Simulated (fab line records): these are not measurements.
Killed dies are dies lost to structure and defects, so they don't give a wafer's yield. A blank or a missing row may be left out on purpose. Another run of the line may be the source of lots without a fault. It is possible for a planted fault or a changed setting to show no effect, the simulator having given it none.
fab line records	flow berkeley_cmos170
record lots=6	wafers=18	last_day=12
route steps=331 shown ACTIVE@74 PFIELD@79 FIELD@89 SACOX@97 SCREENOX@100 NVT@104 PVT@115 M3@331
lots with no fault: from the same line, run without faults
start_h: the number of hours between the record's first day and the start of the first shown wafer of the lot	wait_h: time in hours since the lot's previous step	" same as the row above	L1.1+2: a single row standing in for several wafers	- value missing, or start not given	* or withheld: withheld	< > ~ a bound
route shown NAME@n: a module of which the file shows steps, and the number in the route of the first	usual: mean and standard deviation over wafers with no fault	same: alike in all rows	chamber/n: place in a boat	sites: readings site by site	_std_site: the standard deviation of these	_edge_site: inner sites' mean taken away from outer sites' mean	radius_mm: for every site, how far away it sits from the centre of the wafer	mask NAME#n: copy n	behind: the tool/chamber that last shaped the wafer	hold: the reason the lot was held/the length of the hold in hours/how it ended	device: which transistor (n, p or np) failed to switch	end of line: the route-end tests of the same wafers	where a step has no rows: the recipe by itself	killed: dies that structure and defects cost at the first sort, which is not the same as the wafer's yield	map: the dies of a wafer, with x for killed, . for not killed, _ for no die there
set.NAME: the setting that was run; set.NAME@STEP: the one run at that earlier step	model.NAME: the simulator's own value behind a step, which no gauge read
lots at some steps of the route; a table a step, a row a wafer
services: when a tool's chamber went out of use (start_h, in hours from the record's first day, below 0 if earlier), for how many hours, and the reason
## steps
# step UCB170_ACTIVE_OVL_MEAS_14
# usual ACTIVE_OVL=-2/5.8
lot.wafer	tool	chamber	start_h	wait_h	ACTIVE_OVL[nm]
L974.2	overlay-01	-	105.73	0.1	-2
L974.4	"	-	"	"	-7
L974.6	"	-	"	"	-3
L978.2	overlay-01	-	128.96	0.1	-3
L978.4	"	-	"	"	-9
L978.5	"	-	"	"	9
L979.1	overlay-01	-	129.19	0.1	0
L979.3	"	-	"	"	-9
L979.5	"	-	"	"	-3
L986.2	overlay-01	-	156.25	0.1	-6
L986.3	"	-	"	"	-9
L986.5	"	-	"	"	-9
L985.1	overlay-01	-	156.75	0.1	-12
L985.4	"	-	"	"	-2
L985.5	"	-	"	"	-13
L989.1	overlay-01	-	176.69	0.1	2
L989.2	"	-	"	"	-4
L989.4	"	-	"	"	-8
# step UCB170_ACTIVE_ETCH_15
# recipe chemistry=CH3F/Ar/O2	target=Si3N4	stop_on=SiO2	CH3F_flow_sccm=20	Ar_flow_sccm=50	O2_flow_sccm=7	pressure_mtorr=50	rf_w=450	target_depth_a=2420	over_etch_frac=0.1	time_s=151
# usual drypump_motor_current_A=5.9/0.31	oes_product_au=0.945/0.015	throttle_valve_pct=8.09/0.091
lot.wafer	tool	chamber	start_h	wait_h	drypump_motor_current_A	oes_product_au	rf_hours_counter_h	throttle_valve_pct
L974.2	rie_diel-01	1	105.76	0.0	5.6	0.944	114	8.11
L974.4	"	0	"	"	6.3	0.961	156	8.12
L974.6	"	3	"	"	6.3	0.944	-	8.23
L978.2	rie_diel-02	3	128.99	0.0	5.5	0.950	15	8.12
L978.4	"	1	"	"	5.9	0.969	8	8.11
L978.5	"	0	"	"	6.2	0.929	-	8.11
L979.1	rie_diel-01	1	129.23	0.0	5.7	0.945	116	8.08
L979.3	"	0	"	"	6.3	0.951	158	8.11
L979.5	"	0	"	"	6.3	0.968	-	8.11
L986.2	rie_diel-01	2	156.28	0.0	5.9	0.930	18	8.02
L986.3	"	1	"	"	5.7	0.948	117	8.10
L986.5	"	2	"	"	5.8	0.928	-	8.02
L985.1	rie_diel-01	3	156.79	0.0	6.3	0.944	140	8.22
L985.4	"	1	"	"	5.6	0.958	-	8.10
L985.5	"	2	"	"	5.8	0.929	-	8.02
L989.1	rie_diel-03	3	176.73	0.0	5.4	0.942	14	8.08
L989.2	"	0	"	"	6.2	0.945	20	7.88
L989.4	"	2	"	"	5.7	0.959	5	8.20
# step UCB170_ACTIVE_STRIP_16
# recipe chemistry=O2	power_w=400	pressure_mtorr=3500	platen_temp_c=withheld	o2_flow_sccm=400	overash_fraction=0.5
# usual drypump_motor_current_A=6.0/0.49	oes_product_au=0.721/0.0045	strip_time_to_endpoint_s=18.11/0.091
lot.wafer	tool	chamber	start_h	wait_h	drypump_motor_current_A	oes_product_au	rf_hours_counter_h	strip_time_to_endpoint_s
L974.2	plasma_asher-02	1	105.86	0.1	5.2	0.717	31	18.07
L974.4	"	1	"	"	5.2	0.719	-	17.98
L974.6	"	1	"	"	5.2	0.725	-	18.05
L978.2	plasma_asher-04	0	129.09	0.1	5.9	0.720	1	18.19
L978.4	"	1	"	"	5.9	0.729	-	18.21
L978.5	"	1	"	"	5.9	0.726	-	18.25
L979.1	plasma_asher-02	0	129.33	0.1	6.5	0.728	35	18.14
L979.3	"	0	"	"	6.4	0.723	-	18.00
L979.5	"	0	"	"	6.4	0.721	-	18.09
L986.2	plasma_asher-01	1	156.38	0.1	6.5	0.722	44	18.19
L986.3	"	1	"	"	6.6	0.720	-	18.19
L986.5	"	1	"	"	6.6	0.724	-	18.16
L985.1	plasma_asher-04	1	156.89	0.1	5.9	0.724	4	18.15
L985.4	"	1	"	"	5.9	0.711	-	18.05
L985.5	"	1	"	"	5.9	0.718	-	18.08
L989.1	plasma_asher-02	0	176.83	0.1	6.5	0.725	40	18.04
L989.2	"	1	"	"	5.2	0.722	40	18.00
L989.4	"	1	"	"	5.2	0.718	-	18.27
# step UCB170_ACTIVE_CD_MEAS_90
# recipe target_cd_nm=1200
# usual cd_nm=1199.7/1.3
lot.wafer	tool	chamber	start_h	wait_h	cd_nm
L974.2	cd_sem-02	-	105.98	0.1	1198.2
L974.4	"	-	"	"	1199.0
L974.6	"	-	"	"	1199.2
L978.2	cd_sem-02	-	129.21	0.1	1198.0
L978.4	"	-	"	"	1198.3
L978.5	"	-	"	"	1197.7
L979.1	cd_sem-01	-	129.43	0.1	1199.7
L979.3	"	-	"	"	1200.5
L979.5	"	-	"	"	1199.3
L986.2	cd_sem-01	-	156.50	0.1	1200.1
L986.3	"	-	"	"	1201.5
L986.5	"	-	"	"	1199.4
L985.1	cd_sem-01	-	156.99	0.1	1201.3
L985.4	"	-	"	"	1201.0
L985.5	"	-	"	"	1200.5
L989.1	cd_sem-01	-	176.93	0.1	1197.1
L989.2	"	-	"	"	1198.8
L989.4	"	-	"	"	1198.0
# step UCB170_ACTIVE_CLEAN_17
# recipe chemistry=SPM	temp_c=120	time_s=600
# step UCB170_PFIELD_HMDS_00
# recipe prime_time_s=60	prime_temp_c=100
# step UCB170_PFIELD_COAT_01
# recipe resist=KrF	spin_rpm=1500	resist_thk_nm=900
# step UCB170_PFIELD_SOFTBAKE_02
# recipe resist=KrF	temp_c=130	time_s=60
# step UCB170_PFIELD_EXPOSE_03
# recipe mask_id=PFIELD	na=0.5	sigma_outer=0.6	source_shape=conventional	target_cd_nm=1500	dose_mj=30.49
# step UCB170_PFIELD_PEB_04
# recipe peb_temp_c=130	peb_time_s=withheld	resist=KrF
# step UCB170_PFIELD_DEVELOP_05
# recipe developer=TMAH	develop_time_s=45	resist=KrF	dev_temp_c=21
# step UCB170_PFIELD_OVL_MEAS_06
# usual PFIELD_OVL=0/5.6
lot.wafer	tool	chamber	start_h	wait_h	PFIELD_OVL[nm]
L974.2	overlay-02	-	108.29	-	-5
L974.4	"	-	"	"	-2
L974.6	"	-	"	"	-10
L978.2	overlay-01	-	130.68	-	5
L978.4	"	-	"	"	8
L978.5	"	-	"	"	3
L979.1	overlay-02	-	131.29	-	-10
L979.3	"	-	"	"	-9
L979.5	"	-	"	"	-6
L986.2	overlay-01	-	158.51	-	6
L986.3	"	-	"	"	4
L986.5	"	-	"	"	3
L985.1	overlay-02	-	158.78	-	1
L985.4	"	-	"	"	-3
L985.5	"	-	"	"	1
L989.1	overlay-01	-	178.19	-	6
L989.2	"	-	"	"	0
L989.4	"	-	"	"	4
# step UCB170_PFIELD_IMPLANT_07
# recipe species=B	dose_cm2=2e+13	energy_kev=80	tilt_deg=7
# usual faraday_current_uA=63.5/1.3
lot.wafer	tool	chamber	start_h	wait_h	faraday_current_uA
L974.2	implanter-04	0	108.35	0.0	64.3
L974.4	"	0	"	"	62.8
L974.6	"	0	"	"	64.6
L978.2	implanter-04	0	130.73	0.0	65.4
L978.4	"	0	"	"	66.8
L978.5	"	0	"	"	64.9
L979.1	implanter-02	0	131.32	0.0	63.4
L979.3	"	0	"	"	63.3
L979.5	"	0	"	"	63.0
L986.2	implanter-03	0	158.57	0.0	63.5
L986.3	"	0	"	"	64.6
L986.5	"	0	"	"	63.1
L985.1	implanter-04	0	158.82	0.0	63.1
L985.4	"	0	"	"	64.2
L985.5	"	0	"	"	64.0
L989.1	implanter-04	0	178.22	0.0	63.3
L989.2	"	0	"	"	65.5
L989.4	"	0	"	"	64.5
# step UCB170_PFIELD_STRIP_08
# recipe chemistry=O2	power_w=400	pressure_mtorr=3500	platen_temp_c=withheld	o2_flow_sccm=400	overash_fraction=0.5
# usual drypump_motor_current_A=5.6/0.41	oes_product_au=0.734/0.0045	strip_time_to_endpoint_s=21.62/0.065
lot.wafer	tool	chamber	start_h	wait_h	drypump_motor_current_A	oes_product_au	rf_hours_counter_h	strip_time_to_endpoint_s
L974.2	plasma_asher-03	0	108.47	0.1	5.1	0.740	34	21.74
L974.4	"	1	"	"	5.6	0.733	-	21.77
L974.6	"	1	"	"	5.6	0.741	-	21.71
L978.2	plasma_asher-04	1	130.86	0.1	5.8	0.728	2	21.64
L978.4	"	1	"	"	5.9	0.726	-	21.75
L978.5	"	1	"	"	5.8	0.733	-	21.71
L979.1	plasma_asher-03	1	131.47	0.1	5.6	0.734	38	21.59
L979.3	"	0	"	"	5.1	0.734	-	21.69
L979.5	"	0	"	"	5.1	0.731	-	21.66
L986.2	plasma_asher-04	1	158.69	0.1	5.8	0.731	5	21.61
L986.3	"	0	"	"	5.9	0.740	-	21.53
L986.5	"	0	"	"	5.9	0.732	-	21.53
L985.1	plasma_asher-03	0	158.97	0.1	5.1	0.743	42	21.63
L985.4	"	1	"	"	5.6	0.740	-	21.63
L985.5	"	0	"	"	5.1	0.731	-	21.67
L989.1	plasma_asher-04	0	178.37	0.1	5.9	0.732	6	21.63
L989.2	"	1	"	"	5.9	0.734	6	21.68
L989.4	"	0	"	"	5.9	0.741	-	21.64
# step UCB170_PFIELD_TW_MEAS_09
# usual PFIELD_TW=599/3.1
lot.wafer	tool	chamber	start_h	wait_h	PFIELD_TW
L974.2	film_metro-02	-	108.58	0.1	596
L974.4	"	-	"	"	599
L974.6	"	-	"	"	597
L978.2	film_metro-02	-	130.97	0.1	596
L978.4	"	-	"	"	598
L978.5	"	-	"	"	596
L979.1	film_metro-02	-	131.57	0.1	597
L979.3	"	-	"	"	598
L979.5	"	-	"	"	597
L986.2	film_metro-01	-	158.80	0.1	600
L986.3	"	-	"	"	602
L986.5	"	-	"	"	601
L985.1	film_metro-02	-	159.08	0.1	590
L985.4	"	-	"	"	587
L985.5	"	-	"	"	590
L989.1	film_metro-01	-	178.47	0.1	595
L989.2	"	-	"	"	593
L989.4	"	-	"	"	592
# step UCB170_FIELD_CLEAN_00
# recipe chemistry=dHF	dilution=25:1	time_s=7.5
# step UCB170_FIELD_OXIDATION_01
# recipe temp_c=1000	ambient=H2O	p_h2o_torr=584.62	target_thk_a=5583	ox_time_s=7200
# step UCB170_FIELD_THK_MEAS_02
# recipe reads=SiO2_of_FIELD_OXIDATION_01
# usual FIELD_OXIDE_THK=553/14
lot.wafer	tool	chamber	start_h	wait_h	FIELD_OXIDE_THK[nm]
L974.2	film_metro-04	-	116.09	0.1	569
L974.4	"	-	"	"	575
L974.6	"	-	"	"	577
L979.1	film_metro-03	-	137.79	0.0	527
L979.3	"	-	"	"	529
L979.5	"	-	"	"	535
L978.2	film_metro-04	-	137.80	0.0	545
L978.4	"	-	"	"	545
L978.5	"	-	"	"	545
L986.2	film_metro-02	-	171.82	0.0	541
L986.3	"	-	"	"	536
L986.5	"	-	"	"	540
L985.1	film_metro-03	-	171.87	0.1	545
L985.4	"	-	"	"	546
L985.5	"	-	"	"	538
L989.1	film_metro-03	-	190.34	0.0	559
L989.2	"	-	"	"	558
L989.4	"	-	"	"	571
# step UCB170_FIELD_ANNEAL_03
# recipe temp_c=1000	time_s=1200	ambient=N2
# step UCB170_FIELD_WET_ETCH_04
# recipe chemistry=dHF	dilution=10:1	target=SiO2	temp_c=25	time_s=60
# step UCB170_FIELD_WET_ETCH_05
# recipe chemistry=H3PO4	target=Si3N4	temp_c=160	time_s=12600
# step UCB170_FIELD_WET_ETCH_06
# recipe chemistry=BOE	dilution=5:1	target=SiO2	temp_c=25	time_s=22
# step UCB170_FIELD_THK_MEAS_90
# recipe reads=SiO2_of_FIELD_OXIDATION_01
# usual FIELD_OXIDE_LEFT_1_THK=437/14
lot.wafer	tool	chamber	start_h	wait_h	FIELD_OXIDE_LEFT_1_THK[nm]
L974.2	film_metro-02	-	126.90	0.0	452
L974.4	"	-	"	"	458
L974.6	"	-	"	"	461
L979.1	film_metro-04	-	148.94	0.0	409
L979.3	"	-	"	"	411
L979.5	"	-	"	"	418
L978.2	film_metro-02	-	148.95	0.0	429
L978.4	"	-	"	"	428
L978.5	"	-	"	"	428
L985.1	film_metro-04	-	189.91	0.0	429
L985.4	"	-	"	"	430
L985.5	"	-	"	"	422
L986.2	film_metro-02	-	189.98	0.1	422
L986.3	"	-	"	"	419
L986.5	"	-	"	"	422
L989.1	film_metro-04	-	201.92	0.0	442
L989.2	"	-	"	"	441
L989.4	"	-	"	"	453
# step UCB170_SACOX_CLEAN_00
# recipe chemistry=dHF	dilution=25:1	time_s=7.5
# step UCB170_SACOX_OXIDATION_01
# recipe temp_c=900	ambient=O2	target_thk_a=144	ox_time_s=2447
# step UCB170_SACOX_THK_MEAS_02
# recipe reads=SiO2_of_SACOX_OXIDATION_01
# usual SACOX_OXIDE_THK=14.7/0.35
lot.wafer	tool	chamber	start_h	wait_h	SACOX_OXIDE_THK[nm]
L974.2	film_metro-01	-	131.69	0.1	14.7
L974.4	"	-	"	"	14.8
L974.6	"	-	"	"	14.9
L979.1	film_metro-02	-	158.90	0.0	15.0
L979.3	"	-	"	"	14.8
L979.5	"	-	"	"	14.8
L978.2	film_metro-01	-	158.91	0.0	14.9
L978.4	"	-	"	"	14.9
L978.5	"	-	"	"	15.0
L986.2	film_metro-02	-	199.47	0.0	14.8
L986.3	"	-	"	"	15.1
L986.5	"	-	"	"	14.9
L985.1	film_metro-04	-	199.52	0.1	14.9
L985.4	"	-	"	"	14.8
L985.5	"	-	"	"	14.8
L989.1	film_metro-04	-	208.30	0.0	14.8
L989.2	"	-	"	"	14.6
L989.4	"	-	"	"	14.9
# step UCB170_SCREENOX_WET_ETCH_00
# recipe chemistry=dHF	dilution=25:1	target=SiO2	temp_c=25	time_s=200
# step UCB170_SCREENOX_OXIDATION_01
# recipe temp_c=900	ambient=O2	target_thk_a=144	ox_time_s=2400
# step UCB170_SCREENOX_THK_MEAS_02
# recipe reads=SiO2_of_SCREENOX_OXIDATION_01
# usual SCREENOX_OXIDE_THK=14.4/0.3
lot.wafer	tool	chamber	start_h	wait_h	SCREENOX_OXIDE_THK[nm]
L974.2	film_metro-03	-	137.51	0.0	15.0
L974.4	"	-	"	"	15.0
L974.6	"	-	"	"	15.1
L978.2	film_metro-03	-	171.01	0.0	14.7
L978.4	"	-	"	"	14.7
L978.5	"	-	"	"	14.6
L979.1	film_metro-01	-	171.06	0.1	14.3
L979.3	"	-	"	"	14.0
L979.5	"	-	"	"	14.3
L986.2	film_metro-03	-	206.64	0.0	13.8
L986.3	"	-	"	"	13.8
L986.5	"	-	"	"	14.0
L985.1	film_metro-01	-	206.69	0.1	14.1
L985.4	"	-	"	"	14.2
L985.5	"	-	"	"	14.3
L989.1	film_metro-04	-	215.72	0.0	13.9
L989.2	"	-	"	"	14.1
L989.4	"	-	"	"	13.9
# step UCB170_SCREENOX_ANNEAL_03
# recipe temp_c=900	time_s=900	ambient=N2
# step UCB170_NVT_HMDS_00
# recipe prime_time_s=60	prime_temp_c=100
# step UCB170_NVT_COAT_01
# recipe resist=KrF	spin_rpm=1500	resist_thk_nm=900
# step UCB170_NVT_SOFTBAKE_02
# recipe resist=KrF	temp_c=130	time_s=60
# step UCB170_NVT_EXPOSE_03
# recipe mask_id=PWELL	target_cd_nm=3000	na=0.5	sigma_outer=0.6	source_shape=conventional	dose_mj=30
# step UCB170_NVT_PEB_04
# recipe peb_temp_c=130	peb_time_s=withheld	resist=KrF
# step UCB170_NVT_DEVELOP_05
# recipe developer=TMAH	develop_time_s=45	resist=KrF	dev_temp_c=21
# step UCB170_NVT_OVL_MEAS_06
# usual NVT_OVL=-6/5.6
lot.wafer	tool	chamber	start_h	wait_h	NVT_OVL[nm]
L974.2	overlay-01	-	145.40	-	-8
L974.4	"	-	"	"	-6
L974.6	"	-	"	"	-11
L978.2	overlay-01	-	181.70	-	-6
L978.4	"	-	"	"	-15
L978.5	"	-	"	"	-10
L979.1	overlay-02	-	182.41	-	-17
L979.3	"	-	"	"	-20
L979.5	"	-	"	"	-14
L986.2	overlay-01	-	215.02	-	-15
L986.3	"	-	"	"	-14
L986.5	"	-	"	"	-17
L985.1	overlay-02	-	215.13	-	-10
L985.4	"	-	"	"	-16
L985.5	"	-	"	"	-15
L989.1	overlay-01	-	223.88	-	0
L989.2	"	-	"	"	-7
L989.4	"	-	"	"	-3
# step UCB170_NVT_IMPLANT_07
# recipe species=BF2	dose_cm2=3e+12	energy_kev=50	tilt_deg=7
# step UCB170_NVT_STRIP_08
# recipe chemistry=O2	power_w=400	pressure_mtorr=3500	platen_temp_c=withheld	o2_flow_sccm=400	overash_fraction=0.5
# usual drypump_motor_current_A=5.9/0.5	oes_product_au=0.734/0.0044	strip_time_to_endpoint_s=21.63/0.059
lot.wafer	tool	chamber	start_h	wait_h	drypump_motor_current_A	oes_product_au	rf_hours_counter_h	strip_time_to_endpoint_s
L974.2	plasma_asher-03	1	145.58	0.1	5.5	0.740	40	21.66
L974.4	"	1	"	"	5.6	0.735	-	21.65
L974.6	"	0	"	"	5.1	0.733	-	21.51
L978.2	plasma_asher-03	1	181.88	0.1	5.6	0.735	44	21.66
L978.4	"	1	"	"	5.6	0.737	-	21.65
L978.5	"	0	"	"	5.1	0.736	-	21.66
L979.1	plasma_asher-04	0	182.60	0.1	5.9	0.729	7	21.74
L979.3	"	1	"	"	5.9	0.729	-	21.73
L979.5	"	1	"	"	5.8	0.736	-	21.68
L986.2	plasma_asher-03	0	215.20	0.1	5.1	0.735	47	21.65
L986.3	"	0	"	"	5.1	0.732	-	21.64
L986.5	"	0	"	"	5.1	0.729	-	21.70
L985.1	plasma_asher-01	1	215.32	0.1	6.6	0.734	49	21.61
L985.4	"	0	"	"	6.5	0.730	-	21.58
L985.5	"	0	"	"	6.5	0.726	-	21.58
L989.1	plasma_asher-03	0	224.07	0.1	5.1	0.727	48	21.55
L989.2	"	1	"	"	5.6	0.728	48	21.51
L989.4	"	1	"	"	5.5	0.731	-	21.57
# step UCB170_NVT_TW_MEAS_09
# usual NVT_TW=523.1/2.6
lot.wafer	tool	chamber	start_h	wait_h	NVT_TW
L974.2	film_metro-01	-	145.69	0.1	518.2
L974.4	"	-	"	"	522.3
L974.6	"	-	"	"	524.1
L978.2	film_metro-01	-	181.99	0.1	523.0
L978.4	"	-	"	"	520.0
L978.5	"	-	"	"	521.0
L979.1	film_metro-03	-	182.70	0.1	522.9
L979.3	"	-	"	"	523.6
L979.5	"	-	"	"	522.6
L986.2	film_metro-02	-	215.31	0.1	520.4
L986.3	"	-	"	"	518.9
L986.5	"	-	"	"	521.0
L985.1	film_metro-03	-	215.42	0.1	527.8
L985.4	"	-	"	"	525.4
L985.5	"	-	"	"	527.1
L989.1	film_metro-03	-	224.17	0.1	524.8
L989.2	"	-	"	"	527.4
L989.4	"	-	"	"	527.8
# step UCB170_NVT_CLEAN_10
# recipe chemistry=SPM	temp_c=120	time_s=600
# step UCB170_PVT_HMDS_00
# recipe prime_time_s=60	prime_temp_c=100
# step UCB170_M3_PROBE_99
lot.wafer	tool	chamber	start_h	wait_h	model.etest.field_n.vt_v_range	model.etest.field_n_metal.vt_v	model.etest.field_n.vt_v_rim_less_centre	model.etest.diode_nplus_pwell.bv_v
L974.2	prober-02	-	212.06	0.1	0.1779	52.24	-0.004561	12.63
L974.4	prober-02	-	212.16	0.2	0.1396	53.03	0.04604	12.72
L974.6	prober-02	-	212.26	0.2	0.3336	53.24	0.01142	12.74
L979.1	prober-01	-	247.94	0.1	0.2578	50.5	-0.06828	12.39
L979.3	prober-01	-	248.04	0.2	0.2841	50.77	-0.06915	12.48
L979.5	prober-01	-	248.14	0.2	0.2166	51.6	-0.1103	12.38
L978.2	prober-02	-	249.01	0.1	0.3135	52.18	0.06954	12.52
L978.4	prober-02	-	249.11	0.2	0.2112	52.66	0.1048	12.29
L978.5	prober-02	-	249.16	0.2	0.2502	52.52	0.08677	12.56
L985.1	prober-02	-	275.16	0.2	2.028	51.17	-0.304	12.52
L985.4	prober-02	-	275.31	0.2	2.189	51.97	-0.3066	12.35
L985.5	prober-02	-	275.36	0.3	2.025	50.52	-0.3359	12.41
L986.2	prober-01	-	275.21	0.2	0.2746	51.79	-0.195	12.44
L986.3	prober-01	-	275.26	0.2	0.3217	50.81	-0.1828	12.47
L986.5	prober-01	-	275.36	0.3	0.2477	51.26	-0.08195	12.38
L989.1	prober-01	-	285.48	0.1	1.998	51.71	-0.3371	13.04
L989.2	prober-01	-	285.53	0.1	2.067	51.28	-0.2901	12.71
L989.4	prober-01	-	285.63	0.2	1.99	52.22	-0.2579	12.93
# killed by level:class
L974.2 WELLDRIVE:geometric_particle:open=1 WELLDRIVE:geometric_particle:short=1 SACOX:geometric_particle:open=1 SPACER:geometric_particle:short=1
L974.4 SILICIDE:geometric_particle:short=2 FIELD:geometric_particle:short=1 GATE:geometric_particle:open=1
L974.6 WELLDRIVE:geometric_particle:open=1 GATE:geometric_particle:open=1 CONTACT:geometric_particle:short=1
L979.1 M2:geometric_particle:short=2 START:geometric_particle:open=1 FIELD:geometric_particle:short=1 GATE:geometric_particle:open=1 GATE:geometric_particle:short=1 SILICIDE:geometric_particle:open=1 SILICIDE:geometric_particle:short=1 V2:geometric_particle:open=1
L979.3 GATE:geometric_particle:open=2 ACTIVE:geometric_particle:short=1 GATE:geometric_particle:short=1 SPACER:geometric_particle:short=1 SPACER:geometric_particle:open=1 M2:geometric_particle:open=1
L979.5 WELLDRIVE:geometric_particle:open=1 SACOX:geometric_particle:open=1 GATE:geometric_particle:open=1 SPACER:geometric_particle:short=1 V1:geometric_particle:short=1
L978.2
L978.4 GATE:geometric_particle:open=1 M1:geometric_particle:short=1 V1:geometric_particle:short=1 V2:geometric_particle:open=1 M3:geometric_particle:open=1
L978.5 GATE:geometric_particle:open=1 GATE:geometric_particle:short=1 SPACER:geometric_particle:open=1
L985.1 GATE:geometric_particle:open=1 SPACER:geometric_particle:short=1
L986.2 WELLDRIVE:geometric_particle:short=1 GATE:geometric_particle:open=1 GATE:geometric_particle:short=1 SILICIDE:geometric_particle:open=1 M1:geometric_particle:short=1
L986.3 WELLDRIVE:geometric_particle:short=1 GATE:geometric_particle:short=1
L985.4 GATE:geometric_particle:short=2 GATE:geometric_particle:open=2 V2:geometric_particle:short=1 NWELL:area_etch=1
L985.5 SACOX:geometric_particle:open=1 GATE:geometric_particle:open=1 CONTACT:geometric_particle:short=1 M3:geometric_particle:short=1
## services
tool	chamber	start_h	hours	kind
rie_diel-01	0	84.06	15.2	repair
rie_diel-02	-	96.03	0.6	repair
plasma_asher-01	-	103.52	2.8	pm
plasma_asher-04	-	108.75	9.0	pm
plasma_asher-04	0	108.75	9.0	vent_cycle
plasma_asher-04	1	108.75	9.0	vent_cycle
plasma_asher-04	0	117.75	-	clean
plasma_asher-04	1	117.75	-	clean
rie_diel-01	0	131.05	-	clean
rie_diel-01	0	131.05	26.6	scheduled_down
rie_diel-01	0	131.05	26.6	vent_cycle
plasma_asher-02	-	137.13	1.6	repair
rie_diel-03	2	157.23	14.8	repair
rie_diel-02	3	160.96	4.6	repair
implanter-02	-	171.37	7.8	pm
implanter-04	-	175.79	1.8	repair
implanter-02	-	197.27	2.4	repair
plasma_asher-03	-	211.06	1.3	repair
implanter-02	-	214.33	68.0	pm
rie_diel-02	0	219.88	-	clean
rie_diel-02	0	219.88	15.2	scheduled_down
rie_diel-02	0	219.88	15.2	vent_cycle
rie_diel-01	0	220.65	6.5	repair
## key
first_sign step=UCB170_PFIELD_TW_MEAS_09	reading=PFIELD_TW	direction=down	sigmas=2.4	usual=599	struck=591
effect none on later readings
model_effect step=UCB170_M3_PROBE_99	value=etest.field_n.vt_v_range	without=0.267	struck=2.05
met_at UCB170_PFIELD_IMPLANT_07
struck_wafers L985.1,L985.4,L985.5,L989.1,L989.2,L989.4
sort_left_out L989.1,L989.2,L989.4
tester_left_out L985,L989
onset_between 130.73 158.82
fault kind=process_parameter_drift	tool=implanter-04	chamber=-	onset_h=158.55	steps=UCB170_PFIELD_IMPLANT_07	channel=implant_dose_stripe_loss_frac	offset=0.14	shape=step	end_h=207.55
# tester_left_out: of these lots the tester's yield and bins aren't shown, on N5 and GAA mostly nor the transistor test; their killed dies are dies lost to structure and defects alone, not to doping, threshold or leakage, so they don't give the yield
# sort_left_out: the simulated sort isn't trusted on such a fault, so these wafers' sort isn't shown, and their yield isn't known
